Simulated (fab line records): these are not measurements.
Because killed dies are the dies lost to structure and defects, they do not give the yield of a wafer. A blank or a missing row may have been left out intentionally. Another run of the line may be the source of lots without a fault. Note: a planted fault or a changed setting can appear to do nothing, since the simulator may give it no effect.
A struck lot beside a sound one || flow rit_cmos || 19 out of 202 route steps
Sound: these wafers, L247.1, L247.2, L247.3. The struck wafers were L259.1, L259.3, L259.4. The cause comes at the end.
At each step with rows: each side's tool, then ch and its chambers, then its first start. Under that, the readings that differ: sound wafers || struck wafers || difference of the means || sigmas: that difference in standard deviations of wafers without a fault.
alike: same words and numbers on both sides, and readings whose means sit less than 2 such deviations apart. not compared: any withheld reading, any reading some wafer has no value for, any bound like >300 that may hide the same value, and any number with overlapping values for which the record gives no deviation.
Wherever a step has rows on one side only, a row that says differs or no value, or a row with sigmas, the two part there. Numbers that have no deviation but don't overlap get no sigmas and don't part them. Lack of a reading on every wafer of one side parts them only where that side has two or more wafers.

first, 1 step without rows for these wafers: RIT_GATE_CLEAN_04 (cleans in dHF, time 60 s).
RIT_FOX2_THK_MEAS_91:
  sound on film_metro-02, day 3 02:58; struck on film_metro-01, day 5 14:32
  alike: FIELD_OXIDE_LEFT_2_THK
then, 2 steps without rows for these wafers: RIT_GATE_OXIDATION_05 (target thk 3 nm, ox time 270 s); RIT_GATE_ANNEAL_06 (time 600 s).
RIT_GATE_THK_MEAS_07:
  sound on film_metro-04, day 3 08:01; struck on film_metro-02, day 5 18:41
  alike: GATE_OXIDE_THK
then, 1 step without rows for these wafers: RIT_GATE_CVD_08 (deposits poly-Si from SiH4, target thk 250 nm, time 2220 s).
RIT_GATE_THK_MEAS_09:
  sound on film_metro-01, day 3 09:41; struck on film_metro-04, day 5 20:22
  alike: GATE_POLY_THK
then, 5 steps without rows for these wafers: RIT_GATE_HMDS_10 (prime time 60 s); RIT_GATE_COAT_11 (resist thk 850 nm); RIT_GATE_SOFTBAKE_12 (time 60 s); RIT_GATE_EXPOSE_13 (exposes mask M6, target cd 150 nm); RIT_GATE_PEB_14.
RIT_GATE_DEVELOP_15: develop time 50 s.
  sound on litho_track-03 ch 0, day 3 10:00; struck on litho_track-04 ch 0, day 5 21:00
{"reading": "developer_temp_C (C)", "sound": "22.95 22.95 23.09", "struck": "20.76 20.96 20.99", "difference": -2.09, "sigmas": -17}
RIT_GATE_CD_MEAS_16: the cd target is 150 nm.
  sound on cd_sem-01, day 3 10:47; struck on cd_sem-01, day 5 21:24
{"reading": "cd_nm (nm)", "sound": "150.1 153.2 155.0", "struck": "137.7 137.4 136.5", "difference": -15.6, "sigmas": -6}
RIT_GATE_OVL_MEAS_17:
  sound on overlay-01, day 3 10:54; struck on overlay-01, day 5 21:31
  alike: GATE_OVL
then, 1 step without rows for these wafers: RIT_GATE_HARDBAKE_18 (time 60 s).
RIT_GATE_ETCH_19: etches poly-Si in SF6/CHF3/O2, stops on SiO2, time 168.1 s, target depth 312.5 nm.
  sound on rie_si-01 ch 0,1,3, day 3 11:09; struck on rie_si-01 ch 0,1,2, day 5 21:52
{"reading": "model.GATE.cd_nm (nm)", "sound": "150.2 153.5 155.1", "struck": "137.6 137.2 136.4", "difference": -15.9, "sigmas": ""}
  alike: SF6_flow_sccm, drypump_motor_current_A, oes_product_au, throttle_valve_pct
  not compared: rf_hours_counter_h
RIT_GATE_STRIP_20: strips in O2, time 180 s.
  sound on plasma_asher-04 ch 0,1, day 3 11:15; struck on plasma_asher-02 ch 0,1, day 5 21:59
  alike: drypump_motor_current_A
  not compared: rf_hours_counter_h
RIT_M1_PROBE_99:
  sound on prober-01, day 4 07:27; struck on prober-01, day 6 18:05
{"reading": "killed_at_front_end", "sound": "5 9 7", "struck": "22 21 15", "difference": "+12", "sigmas": "+4"}
{"reading": "killed_dies", "sound": "5 9 7", "struck": "22 21 15", "difference": "+12", "sigmas": "+4"}
{"reading": "killed_open", "sound": "2 2 3", "struck": "14 11 7", "difference": "+8", "sigmas": "+4"}
{"reading": "model.etest.pmos_0p3.r_on_ohm_um", "sound": "6570 6424 6577", "struck": "6055 5998 6104", "difference": -471, "sigmas": ""}
{"reading": "model.etest.pmos_0p15.r_on_ohm_um", "sound": "2909 2928 3023", "struck": "2530 2510 2547", "difference": -424, "sigmas": ""}
{"reading": "model.etest.pmos_turned.r_on_ohm_um", "sound": "3647 3685 3738", "struck": "3178 3156 3251", "difference": -495, "sigmas": ""}
{"reading": "model.etest.nmos_0p15.r_on_ohm_um", "sound": "1164 1160 1210", "struck": "1039 1057 1053", "difference": -128, "sigmas": ""}
{"reading": "model.etest.nmos_0p3.r_on_ohm_um", "sound": "2206 2178 2218", "struck": "2079 2072 2084", "difference": -122, "sigmas": ""}
{"reading": "model.etest.nmos_0p15.drive_ua_um", "sound": "456.8 446.4 438.2", "struck": "527 537.5 527.3", "difference": "+83", "sigmas": ""}
{"reading": "model.etest.pmos_0p15.drive_ua_um", "sound": "243 238.3 230.7", "struck": "288.3 292.4 287", "difference": "+51.9", "sigmas": ""}
{"reading": "model.etest.npoly_line.line_ohm_um", "sound": "169 165.5 161.4", "struck": "193.7 196.9 198.1", "difference": "+30.9", "sigmas": ""}
  alike: killed_at_contacts, killed_short

## WHERE THEY PART
First at RIT_GATE_DEVELOP_15; last, within this record, at RIT_M1_PROBE_99.

WHY: the cause the simulator had injected
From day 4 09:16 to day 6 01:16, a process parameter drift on litho_track-04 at RIT_GATE_DEVELOP_15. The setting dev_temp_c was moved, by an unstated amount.
